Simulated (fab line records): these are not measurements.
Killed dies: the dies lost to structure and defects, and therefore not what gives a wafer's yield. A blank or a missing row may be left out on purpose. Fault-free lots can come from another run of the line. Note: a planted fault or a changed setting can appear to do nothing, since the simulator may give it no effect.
Struck lot and sound lot, side by side || flow rit cmos || 30 out of 202 route steps
Sound: wafers L789.3, L789.4, L789.5. The struck wafers were L802.2, L802.3, L802.5. The cause is named last.
Per side, at each step with rows, come the tool, then ch with its chambers, and then its first start. Under that, the readings that differ: sound wafers || struck wafers || difference of the means || sigmas: that difference in standard deviations of wafers without a fault.
alike: words and numbers the same on both sides, and readings whose means are apart by under 2 such deviations; not compared: readings that were withheld, readings missing a value for some wafer, numbers with overlapping values and no deviation given by the record, and bounds like >300 which may hide the same value.
A row with sigmas, a row that says differs or no value, or rows on one side alone: a step with any of these is where the two part. When numbers do not overlap yet have no deviation, they are printed without sigmas and do not part them. Lack of a reading on every wafer of one side parts them only where that side has two or more wafers.

RIT_FOX2_THK_MEAS_01:
  sound: film metro-01 at day 2 16:45; struck: film metro-02 at day 5 08:42
  alike: FOX2_OXIDE_THK
then, 2 steps without rows for these wafers: RIT_FOX2_CLEAN_02 (cleans in dHF, time 180 s); RIT_FOX2_WET_ETCH_03 (etches Si3N4 in H3PO4, target depth 195 nm, time 2700 s).
RIT_FOX2_THK_MEAS_90:
  sound: film metro-04 at day 2 17:38; struck: film metro-02 at day 5 09:39
  alike: FIELD_OXIDE_LEFT_1_THK
then, 6 steps without rows for these wafers: RIT_NWELL_HMDS_00 (prime time 60 s); RIT_NWELL_COAT_01 (resist thk 1321 nm); RIT_NWELL_SOFTBAKE_02 (time 60 s); RIT_NWELL_EXPOSE_03 (exposes mask M2, target cd 43900 nm); RIT_NWELL_PEB_04; RIT_NWELL_DEVELOP_05 (develop time 68 s).
RIT_NWELL_OVL_MEAS_06:
  sound: overlay-01 at day 2 18:41; struck: overlay-02 at day 5 10:43
  alike: NWELL_OVL
then, 1 step without rows for these wafers: RIT_NWELL_HARDBAKE_07 (time 120 s).
RIT_NWELL_IMPLANT_08:
  sound on implanter-04 ch 0, day 2 19:01; struck on implanter-04 ch 0, day 5 11:07
{"reading": "beam energy keV", "sound": "169.98 169.97 169.94", "struck": "118.92 119.05 119.00", "difference": -50.97, "sigmas": "-99 or more"}
{"reading": "beam on s (s)", "sound": "10.26 10.03 10.37", "struck": "9.55 9.68 10.15", "difference": -0.43, "sigmas": -2}
{"reading": "model.implant.rp nm (nm)", "sound": "220.8 220.8 220.8", "struck": "144.8 144.8 144.8", "difference": -76.0, "sigmas": ""}
{"reading": "model.implant.drp nm (nm)", "sound": "68.82 68.82 68.82", "struck": "52.37 52.37 52.37", "difference": -16.45, "sigmas": ""}
RIT_NWELL_STRIP_09: strips in O2, time 180 s.
  sound on plasma asher-02 ch 0,1, day 2 19:10; struck on plasma asher-02 ch 0,1, day 5 11:14
  alike: chamber pressure mTorr, drypump motor current A
  not compared: rf hours counter h
RIT_NWELL_TW_MEAS_10:
  sound: film metro-03 at day 2 19:19; struck: film metro-01 at day 5 11:25
{"reading": "NWELL_TW", "sound": "2129 2116 2113", "struck": "1995 1992 1991", "difference": -127, "sigmas": -6}
then, 2 steps without rows for these wafers: RIT_PWELL_HMDS_00 (prime time 60 s); RIT_PWELL_COAT_01 (resist thk 1300 nm).
RIT_PWELL_SOFTBAKE_02: time 61.43 s.
  sound on litho track-02 ch 0, day 2 19:42; struck on litho track-01 ch 0, day 5 11:48
  alike: plate sensor t centre C, plate sensor t edge C, softbake temp c
then, 3 steps without rows for these wafers: RIT_PWELL_EXPOSE_03 (exposes mask M3, target cd 43700 nm); RIT_PWELL_PEB_04; RIT_PWELL_DEVELOP_05 (develop time 68 s).
RIT_PWELL_OVL_MEAS_06:
  sound: overlay-01 at day 2 20:22; struck: overlay-01 at day 5 12:29
  alike: PWELL_OVL
then, 2 steps without rows for these wafers: RIT_PWELL_HARDBAKE_07 (time 120 s); RIT_PWELL_IMPLANT_08.
RIT_PWELL_STRIP_09: strips in O2, time 180 s.
  sound on plasma asher-04 ch 0,1, day 2 20:51; struck on plasma asher-01 ch 0,1, day 5 12:55
  alike: chamber pressure mTorr, drypump motor current A
  not compared: rf hours counter h
RIT_PWELL_TW_MEAS_10:
  sound: film metro-01 at day 2 20:59; struck: film metro-04 at day 5 13:06
  alike: PWELL_TW
then, 1 step without rows for these wafers: RIT_WELLDRIVE_ANNEAL_00 (time 14700 s).
RIT_WELLDRIVE_RS_MEAS_01: measures by four-point-probe.
  sound: film metro-01 at day 3 02:20; struck: film metro-01 at day 5 18:53
{"reading": "NWELL_RS (ohm/sq)", "sound": "275.2 275.6 275.9", "struck": "277.4 276.8 278.1", "difference": "+1.9", "sigmas": "+3"}
RIT_WELLDRIVE_RS_MEAS_02: measures by four-point-probe.
  sound: film metro-01 at day 3 02:27; struck: film metro-01 at day 5 19:00
  alike: PWELL_RS
RIT_M1_PROBE_99:
  sound: prober-02 at day 4 09:10; struck: prober-02 at day 7 02:43
{"reading": "model.etest.nwell pinched.rs ohm sq", "sound": "339.7 337.3 339.8", "struck": "352.4 358.6 357.8", "difference": "+17.3", "sigmas": ""}
{"reading": "model.etest.well edge left.line ohm um", "sound": "183.3 184.9 182.8", "struck": "191.7 194.1 196.3", "difference": "+10.4", "sigmas": ""}
{"reading": "model.etest.well edge right.line ohm um", "sound": "185.1 185.9 182.7", "struck": "189.7 192.8 195.9", "difference": "+8.2", "sigmas": ""}
{"reading": "model.etest.field p metal.vt v (V)", "sound": "-31.1 -31.42 -31.31", "struck": "-24.32 -23.97 -24.59", "difference": "+6.98", "sigmas": ""}
{"reading": "model.etest.field p.vt v (V)", "sound": "-13.25 -13.26 -13.24", "struck": "-10.25 -10.32 -10.48", "difference": "+2.90", "sigmas": ""}
{"reading": "model.etest.iso nwell nwell.bv v (V)", "sound": "22.29 22.02 22.16", "struck": "23.01 22.97 23.15", "difference": "+0.89", "sigmas": ""}
{"reading": "model.etest.iso pplus pwell.lateral log10 a um", "sound": "-9.354 -9.294 -9.307", "struck": "-9.233 -9.226 -9.177", "difference": "+0.106", "sigmas": ""}
{"reading": "model.etest.vpnp.gain", "sound": "1.054 1.058 1.036", "struck": "1.105 1.094 1.123", "difference": "+0.058", "sigmas": ""}
  alike: killed_at_M0_to_M3, killed at contacts, killed at front end, killed dies, killed open, killed short

WHERE THEY PART
At RIT_NWELL_IMPLANT_08 first; at RIT_WELLDRIVE_RS_MEAS_01 last (within this record only). Later steps at which nothing parts them and some readings are alike: RIT_WELLDRIVE_RS_MEAS_02, RIT_M1_PROBE_99.

WHY: the cause the simulator had injected
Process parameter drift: implanter-04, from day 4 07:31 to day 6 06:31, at RIT_NWELL_IMPLANT_08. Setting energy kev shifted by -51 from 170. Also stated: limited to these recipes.
